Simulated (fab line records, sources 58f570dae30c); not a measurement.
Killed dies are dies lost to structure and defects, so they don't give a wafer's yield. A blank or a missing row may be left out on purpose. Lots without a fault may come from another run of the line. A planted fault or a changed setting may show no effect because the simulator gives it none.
A struck lot beside a sound one | flow berkeley_cmos170 | 19 steps out of a route of 331
Sound: wafers L536.3, L536.4, L536.6. Struck: wafers L549.2, L549.6. (L549.1 of the same lot was not struck and is left out.) The cause comes at the end.
At each step with rows: each side's tool, then ch and its chambers, then its first start. Under that, the readings that differ: sound wafers | struck wafers | difference of the means | sigmas: that difference in standard deviations of wafers without a fault.
alike: readings whose means differ by less than 2 such deviations, and words and numbers that are the same on both sides. not compared: withheld readings, readings that some wafer has no value for, bounds like >300 that may hide the same value, and numbers for which the record gives no deviation and whose values overlap.
The two part at a step that has a row with sigmas, a row that says differs or no value, or rows on one side only. Numbers that don't overlap but have no deviation are shown without sigmas and don't part them. A reading that every wafer of one side lacks parts them only if that side has two wafers or more.

first, 2 steps without rows for these wafers: UCB170_GATE_ANNEAL_03 (time 1800 s); UCB170_GATE_CVD_04 (deposits poly-Si from SiH4, time 1440 s, target thk 214 nm).
UCB170_GATE_THK_MEAS_05:
  sound on film_metro-02, day 7 09:13; struck on film_metro-03, day 10 08:14
  alike: GATE_POLY_THK
then, 4 steps without rows for these wafers: UCB170_GATE_COAT_06; UCB170_GATE_COAT_07 (resist thk 900 nm); UCB170_GATE_SOFTBAKE_08 (time 60 s); UCB170_GATE_EXPOSE_09 (exposes mask POLY, target cd 350 nm).
UCB170_GATE_PEB_10:
  sound on litho_track-04 ch 0, day 7 10:32; struck on litho_track-03 ch 0, day 10 09:15
  alike: plate_sensor_t_centre_C, plate_sensor_t_edge_C
then, 1 step without rows for these wafers: UCB170_GATE_DEVELOP_11 (develop time 45 s).
UCB170_GATE_CD_MEAS_12: target cd 350 nm.
  sound on cd_sem-02, day 7 10:52; struck on cd_sem-01, day 10 09:32
  alike: cd_nm
UCB170_GATE_OVL_MEAS_13:
  sound on overlay-01, day 7 10:58; struck on overlay-01, day 10 09:39
  alike: GATE_OVL
UCB170_GATE_ETCH_14: etches BARC in N2/H2.
  sound on rie_diel-02 ch 0,2, day 7 10:59; struck on rie_diel-03 ch 0,2, day 10 09:41
  alike: drypump_motor_current_A, oes_product_au, throttle_valve_pct
UCB170_GATE_ETCH_15: etches poly-Si in HBr/Cl2, stops on SiO2, time 56.3 s, target depth 278.2 nm.
  sound on rie_si-01 ch 1,2,3, day 7 11:02; struck on rie_si-02 ch 2, day 10 09:44
  reading                               | sound             | struck      | difference | sigmas
  oes_product_au (a.u.)                 | 0.837 0.832 0.838 | 0.754 0.744 | -0.087     | -7
  model.KrF_of_GATE_COAT_07.thk_nm (nm) | 782.7 783.6 781.8 | 815.2 814.9 | +32.3      |
  model.GATE.feature_depth_nm (nm)      | 215.1 214.7 214.7 | 185.5 183.5 | -30.3      |
  model.etch.depth_nm (nm)              | 215.1 214.7 214.7 | 185.5 183.5 | -30.3      |
  alike: drypump_motor_current_A, throttle_valve_pct
  not compared: rf_hours_counter_h
UCB170_GATE_STRIP_16: strips in O2.
  sound on plasma_asher-02 ch 0,1, day 7 11:07; struck on plasma_asher-04 ch 0,1, day 10 09:46
  alike: drypump_motor_current_A, oes_product_au
  not compared: rf_hours_counter_h
UCB170_GATE_CD_MEAS_90: target cd 350 nm.
  sound on cd_sem-02, day 7 11:16; struck on cd_sem-02, day 10 09:52
  alike: cd_nm
then, 1 step without rows for these wafers: UCB170_GATE_CLEAN_17 (cleans in SPM, time 600 s).
UCB170_PLDD_HMDS_00: prime time 60 s.
  the record has rows for the sound wafers here (litho_track-04 ch 0, day 7 11:47) and none for the struck ones
UCB170_PLDD_COAT_01: resist thk 886.3 nm.
  the record has rows for the sound wafers here (litho_track-04 ch 0, day 7 11:56) and none for the struck ones
UCB170_M3_PROBE_99:
  sound on prober-01, day 9 04:46; struck on prober-02, day 12 00:37
  reading                                 | sound | struck                                            | difference                   | sigmas
  hold                                    | - - - | await_dispo/6.5h/release await_dispo/6.5h/release | no value on the sound wafers |
  model.etest.ppoly_line.short            | 0 0 0 | 1 1                                               | +1                           |
  model.etest.nmos_turned.short           | 0 0 0 | 1 1                                               | +1                           |
  model.etest.nmos_0p6.short              | 0 0 0 | 1 1                                               | +1                           |
  model.etest.diode_nplus_comb.over_limit | 0 0 0 | 1 1                                               | +1                           |
  model.etest.pmos_0p35.over_limit        | 0 0 0 | 1 1                                               | +1                           |
  model.etest.diode_nplus_comb.short      | 0 0 0 | 1 1                                               | +1                           |
  model.etest.cap_p_gate.short            | 0 0 0 | 1 1                                               | +1                           |
  model.etest.pmos_0p6.short              | 0 0 0 | 1 1                                               | +1                           |

WHERE THEY PART
First at UCB170_GATE_ETCH_15; last, within this record, at UCB170_M3_PROBE_99.

WHY: what the simulator had put in
Process parameter drift: rie_si-02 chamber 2, from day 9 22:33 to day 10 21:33, at UCB170_GATE_ETCH_15. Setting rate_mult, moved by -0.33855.
